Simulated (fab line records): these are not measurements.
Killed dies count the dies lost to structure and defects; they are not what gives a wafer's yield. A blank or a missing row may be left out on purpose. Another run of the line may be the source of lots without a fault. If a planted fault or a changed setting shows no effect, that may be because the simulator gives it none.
fab line records	flow rit-cmos
[record] lots = 6	wafers = 18	last-day = 5
route steps=202 shown CONTACT@172 M1@184
lots with no fault: from the same line, run without faults
start-h: the number of hours between the record's first day and the start of the first shown wafer of the lot	wait-h: hours from the lot's prior step to this one	" the same as in the row above	L1.1+2: one row covering several wafers at once	- either no value or no given start	* or withheld: withheld	< > ~ a bound
route shown NAME@n: a module of which the file shows steps, and the number in the route of the first	usual: the fault-free wafers' mean and standard deviation	same: alike in all rows	chamber/n: place in a boat	sites: per-site readings	_std_site: the standard deviation of these	_edge_site: the outer-site mean with the inner-site mean subtracted	radius-mm: for every site, how far away it sits from the centre of the wafer	mask NAME#n: copy n	behind: the tool/chamber that last shaped the wafer	hold: reason for holding the lot/hours on hold/outcome of the hold	device: the transistor (n, p or np) that didn't switch	end of line: tests run on the same wafers once the route is complete	where a step has no rows: the recipe by itself	killed: not the wafer's yield, but the dies lost to structure and defects at the first sort	map: shows each die of a wafer: x if killed, . if not, _ if none is there
set.NAME: the run value of the setting; set.NAME@STEP: its run value at that earlier step	model.NAME: the simulator's own value behind a step, which no gauge read
lots at selected steps of the route; one table per step, one row per wafer
services: from which hour (start-h, from the record's first day; less than 0 if before it) a tool's chamber was out of use, for how many hours, and why
[[steps]]
[step RIT_CONTACT_SOFTBAKE_04]
[recipe] resist = NOVOLAK	temp-c = 90	time-s = 60
[step RIT_CONTACT_EXPOSE_05]
[recipe] mask-id = M11	na = 0.6	source-shape = conventional	sigma-outer = 0.5	target-cd-nm = 1000	dose-mj = 250
[step RIT_CONTACT_PEB_06]
[recipe] resist = NOVOLAK	temp-c = withheld	time-s = withheld
[step RIT_CONTACT_DEVELOP_07]
[recipe] resist = NOVOLAK	develop-time-s = 120	dev-temp-c = 23
[step RIT_CONTACT_CD_MEAS_08]
[recipe] target-cd-nm = 1000
[usual] cd-nm = 1000.8/2.4
lot.wafer	tool	chamber	start-h	wait-h	cd-nm
L232.3	cd-sem-02	-	51.81	-	1004.7
L232.4	"	-	"	"	1004.7
L232.6	"	-	"	"	1004.7
L234.2	cd-sem-01	-	61.42	-	993.9
L234.4	"	-	"	"	997.2
L234.6	"	-	"	"	996.4
L235.2	cd-sem-02	-	67.23	-	1000.2
L235.3	"	-	"	"	1000.9
L235.4	"	-	"	"	1003.4
L236.2	cd-sem-02	-	71.34	-	1000.6
L236.5	"	-	"	"	998.8
L236.6	"	-	"	"	999.2
L239.4	cd-sem-01	-	86.55	-	1002.6
L239.5	"	-	"	"	1002.3
L239.6	"	-	"	"	1002.3
L245.1	cd-sem-02	-	116.19	-	1003.0
L245.2	"	-	"	"	1003.4
L245.3	"	-	"	"	1001.4
[step RIT_CONTACT_OVL_MEAS_09]
[usual] CONTACT_OVL = -0.3/1.2
lot.wafer	tool	chamber	start-h	wait-h	CONTACT_OVL[nm]
L232.3	overlay-02	-	51.90	0.1	0.3
L232.4	"	-	"	"	-0.4
L232.6	"	-	"	"	0.1
L234.2	overlay-02	-	61.52	0.1	0.0
L234.4	"	-	"	"	-0.2
L234.6	"	-	"	"	0.8
L235.2	overlay-02	-	67.33	0.1	-1.9
L235.3	"	-	"	"	-1.0
L235.4	"	-	"	"	-1.6
L236.2	overlay-01	-	71.44	0.1	0.7
L236.5	"	-	"	"	-1.2
L236.6	"	-	"	"	-1.1
L239.4	overlay-02	-	86.63	0.1	-0.3
L239.5	"	-	"	"	-1.0
L239.6	"	-	"	"	0.0
L245.1	overlay-02	-	116.31	0.1	0.9
L245.2	"	-	"	"	2.1
L245.3	"	-	"	"	-0.4
[step RIT_CONTACT_HARDBAKE_10]
[recipe] resist = NOVOLAK	temp-c = 140	time-s = 60
[step RIT_CONTACT_ETCH_11]
[recipe] target-depth-a = 4800	over-etch-frac = 0.2	stop-on = TiSi2	chemistry = CHF3/CF4/Ar	target = SiO2	CHF3_flow_sccm = 50	cf4-flow-sccm = 10	Ar_flow_sccm = 100	O2_flow_sccm = 5	pressure-mtorr = 100	rf-w = 200	time-s = 320
[usual] drypump-motor-current-A = 5.8/0.41	oes-product-au = 0.988/0.0075	rf-fwd-power-W = 199.4/0.62	throttle-valve-pct = 8.78/0.13
lot.wafer	tool	chamber	start-h	wait-h	drypump-motor-current-A	oes-product-au	rf-fwd-power-W	rf-hours-counter-h	throttle-valve-pct
L232.3	rie-diel-03	2	52.07	0.1	5.5	0.983	200.0	41	8.66
L232.4	"	3	"	"	5.6	0.998	198.7	125	8.84
L232.6	"	3	"	"	5.5	0.997	198.9	-	8.85
L234.2	rie-diel-04	1	61.70	0.1	4.9	0.987	199.9	64	8.92
L234.4	"	3	"	"	5.8	0.988	198.8	20	8.92
L234.6	"	2	"	"	6.7	0.988	199.2	-	8.95
L235.2	rie-diel-04	0	67.51	0.1	6.0	0.995	199.3	65	8.91
L235.3	"	1	"	"	4.9	0.989	199.9	64	8.92
L235.4	"	2	"	"	6.8	0.992	199.5	11	8.95
L236.2	rie-diel-03	0	71.70	0.1	6.3	0.993	199.6	109	8.69
L236.5	"	3	"	"	5.5	0.997	199.7	-	8.84
L236.6	"	0	"	"	6.3	0.984	199.1	-	8.66
L239.4	rie-diel-03	1	86.80	0.1	5.8	0.976	200.8	66	8.63
L239.5	"	1	"	"	5.9	0.977	200.0	-	8.64
L239.6	"	2	"	"	5.5	0.983	199.2	-	8.65
L245.1	rie-diel-03	1	116.60	0.1	5.8	0.976	199.6	67	8.62
L245.2	"	0	"	"	6.3	0.991	198.8	110	8.67
L245.3	"	3	"	"	5.5	0.991	199.8	126	8.84
[step RIT_CONTACT_STRIP_12]
[recipe] chemistry = O2	time-s = 180	resist = NOVOLAK	platen-temp-c = withheld	power-w = 500	pressure-mtorr = 4000	o2-flow-sccm = 4000
[usual] drypump-motor-current-A = 5.7/0.52
lot.wafer	tool	chamber	start-h	wait-h	drypump-motor-current-A	rf-hours-counter-h
L232.3	plasma-asher-04	0	52.32	0.2	5.9	-
L232.4	"	1	"	"	5.7	-
L232.6	"	1	"	"	5.7	-
L234.2	plasma-asher-01	0	61.90	0.1	5.2	18
L234.4	"	1	"	"	5.2	-
L234.6	"	1	"	"	5.2	-
L235.2	plasma-asher-03	1	67.71	0.1	5.7	45
L235.3	"	1	"	"	5.7	-
L235.4	"	0	"	"	6.6	-
L236.2	plasma-asher-01	1	71.89	0.1	5.2	19
L236.5	"	0	"	"	5.2	-
L236.6	"	1	"	"	5.2	-
L239.4	plasma-asher-01	0	87.05	0.2	5.2	-
L239.5	"	0	"	"	5.2	-
L239.6	"	1	"	"	5.2	-
L245.1	plasma-asher-03	1	116.80	0.1	5.7	50
L245.2	"	0	"	"	6.7	50
L245.3	"	0	"	"	6.7	-
[step RIT_CONTACT_CD_MEAS_90]
[recipe] target-cd-nm = 1000
[usual] cd-nm = 1000.8/2.4
lot.wafer	tool	chamber	start-h	wait-h	cd-nm
L232.3	cd-sem-02	-	52.48	0.1	1004.7
L232.4	"	-	"	"	1004.6
L232.6	"	-	"	"	1004.8
L234.2	cd-sem-01	-	62.09	0.1	993.8
L234.4	"	-	"	"	998.0
L234.6	"	-	"	"	996.4
L235.2	cd-sem-02	-	67.90	0.1	1000.6
L235.3	"	-	"	"	1001.0
L235.4	"	-	"	"	1003.5
L236.2	cd-sem-02	-	72.09	0.1	1000.7
L236.5	"	-	"	"	999.1
L236.6	"	-	"	"	999.0
L239.4	cd-sem-01	-	87.23	0.1	1002.7
L239.5	"	-	"	"	1002.4
L239.6	"	-	"	"	1002.9
L245.1	cd-sem-01	-	116.97	0.1	1002.6
L245.2	"	-	"	"	1003.1
L245.3	"	-	"	"	1001.3
[step RIT_CONTACT_CLEAN_13]
[recipe] chemistry = SC1	mix = 3:3:50	time-s = 600	temp-c = 75
[step RIT_CONTACT_CLEAN_14]
[recipe] chemistry = SC2	mix = 3:3:50	time-s = 600	temp-c = 75	dry = n2-spin
[step RIT_M1_SPUTTER_00]
[recipe] material = Al	target-thk-nm = 400	power-w = 2000	chamber-pressure-pa = 0.4	gas = Ar	time-s = 500	substrate-temp-c = 25
[usual] cathode-dc-power-W = 2000.1/0.37	chamber-pressure-pa = 0.4000/0.00086	throttle-valve-pct = 30.0/0.84
lot.wafer	tool	chamber	start-h	wait-h	cathode-dc-power-W	chamber-pressure-pa	throttle-valve-pct
L232.3	pvd-sputter-04	-	52.91	0.0	2000.2	0.4002	31.2
L232.4	"	-	"	"	2000.0	0.4000	29.1
L232.6	"	-	"	"	1999.9	0.4001	31.3
L234.2	pvd-sputter-04	-	62.56	0.0	2000.1	0.4003	29.8
L234.4	"	-	"	"	2000.0	0.3987	29.2
L234.6	"	-	"	"	2000.2	0.4003	31.3
L235.2	pvd-sputter-01	-	68.38	0.0	-	-	-
L235.3	"	-	"	"	-	-	-
L235.4	"	-	"	"	-	-	-
L236.2	pvd-sputter-04	-	72.55	0.0	-	-	-
L236.5	"	-	"	"	-	-	-
L236.6	"	-	"	"	-	-	-
L239.4	pvd-sputter-01	-	87.79	0.1	2000.1	0.3995	30.0
L239.5	"	-	"	"	2000.4	0.4017	31.5
L239.6	"	-	"	"	2000.0	0.4004	29.3
L245.1	pvd-sputter-01	-	117.44	0.0	2000.2	0.3991	29.2
L245.2	"	-	"	"	1999.9	0.4005	29.2
L245.3	"	-	"	"	2000.0	0.4007	29.6
[step RIT_M1_RS_MEAS_01]
[recipe] thk-meas-gauge = four-point-probe	reads = Al_of_M1_SPUTTER_00
[usual] M1_AL_RS = 0.0739/0.00079
lot.wafer	tool	chamber	start-h	wait-h	M1_AL_RS[ohm/sq]
L232.3	film-metro-04	-	53.25	0.2	0.0745
L232.4	"	-	"	"	0.0737
L232.6	"	-	"	"	0.0736
L234.2	film-metro-03	-	62.87	0.2	0.0742
L234.4	"	-	"	"	0.0737
L234.6	"	-	"	"	0.0735
L235.2	film-metro-03	-	68.70	0.2	-
L235.3	"	-	"	"	-
L235.4	"	-	"	"	-
L236.2	film-metro-04	-	72.87	0.2	-
L236.5	"	-	"	"	-
L236.6	"	-	"	"	-
L239.4	film-metro-01	-	87.99	0.1	0.0736
L239.5	"	-	"	"	0.0740
L239.6	"	-	"	"	0.0732
L245.1	film-metro-03	-	117.74	0.1	0.0742
L245.2	"	-	"	"	0.0745
L245.3	"	-	"	"	0.0734
[step RIT_M1_THK_MEAS_02]
[recipe] thk-meas-gauge = xrf	reads = Al_of_M1_SPUTTER_00
[usual] M1_AL_THK = 401/4.6
lot.wafer	tool	chamber	start-h	wait-h	M1_AL_THK[nm]
L232.3	film-metro-04	-	53.35	0.1	398
L232.4	"	-	"	"	403
L232.6	"	-	"	"	405
L234.2	film-metro-03	-	62.98	0.1	398
L234.4	"	-	"	"	405
L234.6	"	-	"	"	405
L235.2	film-metro-03	-	68.81	0.1	<1
L235.3	"	-	"	"	<1
L235.4	"	-	"	"	<1
L236.2	film-metro-04	-	72.98	0.1	<0
L236.5	"	-	"	"	<0
L236.6	"	-	"	"	<0
L239.4	film-metro-01	-	88.08	0.1	406
L239.5	"	-	"	"	400
L239.6	"	-	"	"	405
L245.1	film-metro-03	-	117.86	0.1	397
L245.2	"	-	"	"	401
L245.3	"	-	"	"	407
[step RIT_M1_HMDS_03]
[recipe] prime-time-s = 60	prime-temp-c = 140
[step RIT_M1_COAT_04]
[recipe] resist = NOVOLAK	spin-rpm = 2000	resist-thk-nm = 1300
[step RIT_M1_SOFTBAKE_05]
[recipe] resist = NOVOLAK	temp-c = 90	time-s = 60
[step RIT_M1_EXPOSE_06]
[recipe] mask-id = M12	na = 0.6	source-shape = conventional	sigma-outer = 0.5	target-cd-nm = 2600	dose-mj = 250
[step RIT_M1_PEB_07]
[recipe] resist = NOVOLAK	temp-c = withheld	time-s = withheld
[step RIT_M1_DEVELOP_08]
[recipe] resist = NOVOLAK	develop-time-s = 68	dev-temp-c = 23
[step RIT_M1_CD_MEAS_09]
[recipe] target-cd-nm = 2600
[usual] cd-nm = 2600.4/2.2
lot.wafer	tool	chamber	start-h	wait-h	cd-nm
L232.3	cd-sem-02	-	54.31	-	2599.3
L232.4	"	-	"	"	2600.2
L232.6	"	-	"	"	2598.8
L234.2	cd-sem-01	-	63.93	-	2597.3
L234.4	"	-	"	"	2597.5
L234.6	"	-	"	"	2598.9
L235.2	cd-sem-02	-	69.88	-	2598.1
L235.3	"	-	"	"	2599.8
L235.4	"	-	"	"	2596.8
L236.2	cd-sem-01	-	73.93	-	2599.2
L236.5	"	-	"	"	2599.0
L236.6	"	-	"	"	2599.3
L239.4	cd-sem-01	-	89.18	-	2600.1
L239.5	"	-	"	"	2601.1
L239.6	"	-	"	"	2601.4
L245.1	cd-sem-01	-	118.80	-	2600.0
L245.2	"	-	"	"	2600.4
L245.3	"	-	"	"	2601.8
[step RIT_M1_OVL_MEAS_10]
[usual] M1_OVL = 0.7/1.5
lot.wafer	tool	chamber	start-h	wait-h	M1_OVL[nm]
L232.3	overlay-01	-	54.40	0.1	0.9
L232.4	"	-	"	"	2.2
L232.6	"	-	"	"	-0.2
L234.2	overlay-01	-	64.04	0.1	-1.4
L234.4	"	-	"	"	-0.1
L234.6	"	-	"	"	1.5
L235.2	overlay-01	-	69.99	0.1	-1.0
L235.3	"	-	"	"	0.6
L235.4	"	-	"	"	-0.1
L236.2	overlay-01	-	74.03	0.1	0.0
L236.5	"	-	"	"	-1.1
L236.6	"	-	"	"	-2.0
L239.4	overlay-01	-	89.26	0.1	-2.2
L239.5	"	-	"	"	-1.7
L239.6	"	-	"	"	-1.7
L245.1	overlay-01	-	118.92	0.1	-0.1
L245.2	"	-	"	"	0.1
L245.3	"	-	"	"	0.4
[step RIT_M1_HARDBAKE_11]
[recipe] resist = NOVOLAK	temp-c = 140	time-s = 120
[step RIT_M1_METAL_ETCH_12]
[recipe] stop-on = SiO2	chemistry = Cl2/BCl3	target = Al	time-s = 165	over-etch-frac = 0.5	pressure-mtorr = 100	target-depth-a = 6000	rf-w = 250	Cl2_flow_sccm = 60	bcl3-flow-sccm = 50
[usual] drypump-motor-current-A = 5.5/0.49	oes-product-au = 0.777/0.014	rf-fwd-power-W = 249.1/0.73	throttle-valve-pct = 8.32/0.11
lot.wafer	tool	chamber	start-h	wait-h	drypump-motor-current-A	oes-product-au	rf-fwd-power-W	rf-hours-counter-h	throttle-valve-pct
L232.3	rie-metal-03	0	54.73	0.2	6.0	0.763	248.9	-	8.32
L232.4	"	1	"	"	4.8	0.789	249.4	-	8.31
L232.6	"	0	"	"	5.9	0.768	247.8	-	8.33
L234.2	rie-metal-02	1	64.32	0.2	5.5	0.773	248.4	32	8.12
L234.4	"	0	"	"	5.9	0.774	248.3	-	8.16
L234.6	"	1	"	"	5.5	0.782	248.9	-	8.12
L235.2	rie-metal-03	1	70.27	0.2	4.8	0.347	249.3	2	8.41
L235.3	"	0	"	"	6.0	0.327	249.8	-	8.38
L235.4	"	1	"	"	4.8	0.348	249.5	-	8.40
L236.2	rie-metal-04	1	74.31	0.2	5.8	0.322	250.2	4	8.52
L236.5	"	1	"	"	5.8	0.327	249.5	-	8.53
L236.6	"	0	"	"	4.9	0.346	247.9	-	8.47
L239.4	rie-metal-04	0	89.58	0.1	4.9	0.797	249.4	-	8.39
L239.5	"	1	"	"	5.8	0.763	249.3	-	8.47
L239.6	"	0	"	"	4.9	0.796	249.6	-	8.41
L245.1	rie-metal-04	0	119.20	0.2	4.9	0.791	248.2	5	8.41
L245.2	"	1	"	"	5.8	0.762	249.2	4	8.48
L245.3	"	1	"	"	5.8	0.768	248.5	-	8.46
[step RIT_M1_STRIP_13]
[recipe] chemistry = nmp	resist = NOVOLAK	temp-c = 80	time-s = 600	dry = n2-spin
[step RIT_M1_PROBE_99]
[usual] defect-limited-yield = 97.1/1.1	killed_at_M0_to_M3 = 0/0	killed-at-front-end = 7.5/2.8	killed-dies = 7.6/2.8	killed-on-rim = 2.0/1.6	killed-open = 3.9/2.1	killed-short = 3.7/1.7	sort_bin_3_pad_short = 0.1/0.2	sort_bin_5_function = 1.7/0.85	sort_bin_6_memory = 1.1/0.71	sort-n-pass = 256.4/2.8	sort-yield-pct = 97.1/1.1
[same] gross-dies = 264	killed_at_M4_up = 0	killed-at-back-side = 0	killed-at-contacts = 0	killed-at-other = 0
lot.wafer	tool	chamber	start-h	wait-h	defect-limited-yield[%]	killed_at_M0_to_M3	killed-at-front-end	killed-dies	killed-on-rim	killed-open	killed-short	sort_bin_3_pad_short[%]	sort_bin_5_function[%]	sort_bin_6_memory[%]	sort-n-pass	sort-yield-pct[%]
L232.3	prober-01	-	57.64	0.2	95.8	0	11	11	4	5	6	0	3.0	1.1	253.0	95.8
L232.4	prober-01	-	57.69	0.2	94.7	0	14	14	5	7	7	0	2.3	3.0	250.0	94.7
L232.6	prober-01	-	57.79	0.2	98.1	0	5	5	1	2	3	0.4	0.8	0.8	259.0	98.1
L234.2	prober-01	-	66.66	0.1	94.7	0	14	14	6	8	6	0	2.7	2.7	250.0	94.7
L234.4	prober-01	-	66.76	0.2	98.5	0	4	4	2	1	3	0	0.8	0.8	260.0	98.5
L234.6	prober-01	-	66.86	0.2	96.2	0	10	10	1	6	4	0	2.3	1.5	254.0	96.2
L235.2	prober-02	-	73.63	0.1	0	263	1	264	70	0	1	22.3	74.6	3.0	0	0
L235.3	prober-02	-	73.68	0.2	0	261	3	264	70	1	2	23.5	73.1	3.4	0	0
L235.4	prober-02	-	73.73	0.2	0	262	2	264	70	1	1	21.6	76.1	2.3	0	0
L236.2	prober-01	-	76.63	0.1	0	261	3	264	70	3	0	22.0	75.4	2.7	0	0
L236.5	prober-01	-	76.78	0.2	0	264	0	264	70	0	0	27.7	70.8	1.5	0	0
L236.6	prober-01	-	76.83	0.2	0	262	2	264	70	1	1	25.8	69.7	4.5	0	0
L239.4	prober-02	-	91.93	0.2	98.9	0	3	3	1	2	1	0	0.4	0.8	261.0	98.9
L239.5	prober-02	-	91.98	0.2	97.3	0	7	7	2	1	6	0.8	0.8	1.1	257.0	97.3
L239.6	prober-02	-	92.03	0.2	96.6	0	9	9	4	6	3	0	1.9	1.5	255.0	96.6
L245.1	prober-02	-	121.46	0.1	97.0	0	8	8	2	5	3	0	2.7	0.4	256.0	97.0
L245.2	prober-02	-	121.51	0.1	97.3	0	7	7	0	2	3	0	1.5	1.1	257.0	97.3
L245.3	prober-02	-	121.56	0.2	98.5	0	4	4	0	2	2	0.4	0.4	0.8	260.0	98.5
// killed by level:class
L232.3 FOX2:geometric-particle:open=2 GATE:geometric-particle:open=2 REOX:geometric-particle:short=2 SPACER:geometric-particle:short=2 GATE:geometric-particle:short=1 SPACER:geometric-particle:open=1 SILICIDE:geometric-particle:short=1
L232.4 GATE:geometric-particle:short=4 FOX1:geometric-particle:open=3 GATE:geometric-particle:open=3 FOX1:geometric-particle:short=1 FOX2:geometric-particle:short=1 SILICIDE:geometric-particle:short=1 SILICIDE:geometric-particle:open=1
L232.6 GATE:geometric-particle:short=2 FOX1:geometric-particle:open=1 FOX2:geometric-particle:short=1 GATE:geometric-particle:open=1
L234.2 SILICIDE:geometric-particle:open=3 FOX1:geometric-particle:open=2 FOX1:geometric-particle:short=2 GATE:geometric-particle:short=2 REOX:geometric-particle:open=2 REOX:geometric-particle:short=2 SPACER:geometric-particle:open=1
L234.4 FOX1:geometric-particle:open=1 FOX2:geometric-particle:short=1 REOX:geometric-particle:short=1 SILICIDE:geometric-particle:short=1
L234.6 FOX1:geometric-particle:short=3 FOX1:geometric-particle:open=2 SILICIDE:geometric-particle:open=2 FOX2:geometric-particle:short=1 FOX2:geometric-particle:open=1 REOX:geometric-particle:open=1
L235.2 M1:lost-pattern=261 M1:area-sputter=2 REOX:geometric-particle:short=1
L235.3 M1:lost-pattern=261 FOX2:geometric-particle:short=1 GATE:geometric-particle:short=1 REOX:geometric-particle:open=1
L235.4 M1:lost-pattern=262 GATE:geometric-particle:open=1 SILICIDE:geometric-particle:short=1
L236.2 M1:lost-pattern=260 GATE:geometric-particle:open=2 SILICIDE:geometric-particle:open=1 M1:area-sputter=1
L236.5 M1:lost-pattern=260 M1:area-sputter=2 M1:area-etch=2
L236.6 M1:lost-pattern=260 GATE:geometric-particle:short=1 GATE:geometric-particle:open=1 M1:area-sputter=1 M1:area-etch=1
L239.4 FOX1:geometric-particle:short=1 FOX1:geometric-particle:open=1 REOX:geometric-particle:open=1
L239.5 GATE:geometric-particle:short=3 FOX2:geometric-particle:short=1 REOX:geometric-particle:short=1 SILICIDE:geometric-particle:open=1 SILICIDE:geometric-particle:short=1
L239.6 SILICIDE:geometric-particle:open=4 FOX1:geometric-particle:short=1 FOX1:geometric-particle:open=1 FOX2:geometric-particle:open=1 GATE:geometric-particle:short=1 REOX:geometric-particle:short=1
L245.1 SPACER:geometric-particle:open=3 GATE:geometric-particle:short=2 GATE:geometric-particle:open=1 SPACER:geometric-particle:short=1 SILICIDE:geometric-particle:open=1
L245.2 PLDD:coat-microbubble-printed=2 GATE:geometric-particle:short=1 SPACER:geometric-particle:open=1 SPACER:geometric-particle:short=1 SILICIDE:geometric-particle:short=1 SILICIDE:geometric-particle:open=1
L245.3 SPACER:geometric-particle:open=2 SPACER:geometric-particle:short=2
// map L235.2 (x killed, . not)
________xxxxxxx_______
_____xxxxxxxxxxxxx____
____xxxxxxxxxxxxxxx___
___xxxxxxxxxxxxxxxxx__
__xxxxxxxxxxxxxxxxxxx_
__xxxxxxxxxxxxxxxxxxx_
_xxxxxxxxxxxxxxxxxxxxx
_xxxxxxxxxxxxxxxxxxxxx
_xxxxxxxxxxxxxxxxxxxxx
_xxxxxxxxxxxxxxxxxxxxx
__xxxxxxxxxxxxxxxxxxx_
__xxxxxxxxxxxxxxxxxxx_
___xxxxxxxxxxxxxxxxx__
____xxxxxxxxxxxxxxx___
_____xxxxxxxxxxxxx____
________xxxxxxx_______
// map L236.2 (x killed, . not)
________xxxxxxx_______
_____xxxxxxxxxxxxx____
____xxxxxxxxxxxxxxx___
___xxxxxxxxxxxxxxxxx__
__xxxxxxxxxxxxxxxxxxx_
__xxxxxxxxxxxxxxxxxxx_
_xxxxxxxxxxxxxxxxxxxxx
_xxxxxxxxxxxxxxxxxxxxx
_xxxxxxxxxxxxxxxxxxxxx
_xxxxxxxxxxxxxxxxxxxxx
__xxxxxxxxxxxxxxxxxxx_
__xxxxxxxxxxxxxxxxxxx_
___xxxxxxxxxxxxxxxxx__
____xxxxxxxxxxxxxxx___
_____xxxxxxxxxxxxx____
________xxxxxxx_______
[[services]]
tool	chamber	start-h	hours	kind
rie-metal-02	-	41.78	2.8	pm
rie-metal-03	-	49.80	1.3	repair
rie-diel-03	2	55.58	11.1	repair
rie-diel-04	3	91.18	26.1	repair
rie-metal-04	1	91.86	7.7	repair
plasma-asher-04	-	108.75	9.0	pm
plasma-asher-04	0	108.75	9.0	vent-cycle
plasma-asher-04	1	108.75	9.0	vent-cycle
plasma-asher-04	0	117.75	-	clean
plasma-asher-04	1	117.75	-	clean
[[key]]
[first-sign] step = RIT_M1_SPUTTER_00	reading = tool-record	direction = missing
[effect] step = RIT_M1_RS_MEAS_01	reading = M1_AL_RS	direction = missing
[effect] step = RIT_M1_THK_MEAS_02	reading = M1_AL_THK	direction = down	sigmas = 87	usual = 401	struck = <1
[effect] step = RIT_M1_METAL_ETCH_12	reading = oes-product-au	direction = down	sigmas = 32	usual = 0.777	struck = 0.336
[effect] step = RIT_M1_PROBE_99	reading = killed_at_M0_to_M3	direction = up	sigmas = 99+	usual = 0	struck = 262.2
met-at RIT_M1_SPUTTER_00
struck-wafers L235.2,L235.3,L235.4,L236.2,L236.5,L236.6
later-rows-left-out L235.2,L235.3,L235.4,L236.2,L236.5,L236.6
onset-between 62.56 68.38
[fault] kind = skipped-step-whole	tool = pvd-sputter-01,pvd-sputter-04	chamber = -	onset-h = 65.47	steps = RIT_M1_SPUTTER_00	scope = struck-lots-only
// later-rows-left-out: the simulator's readings of these wafers behind a module that went badly wrong aren't trusted and aren't shown, but for the sort
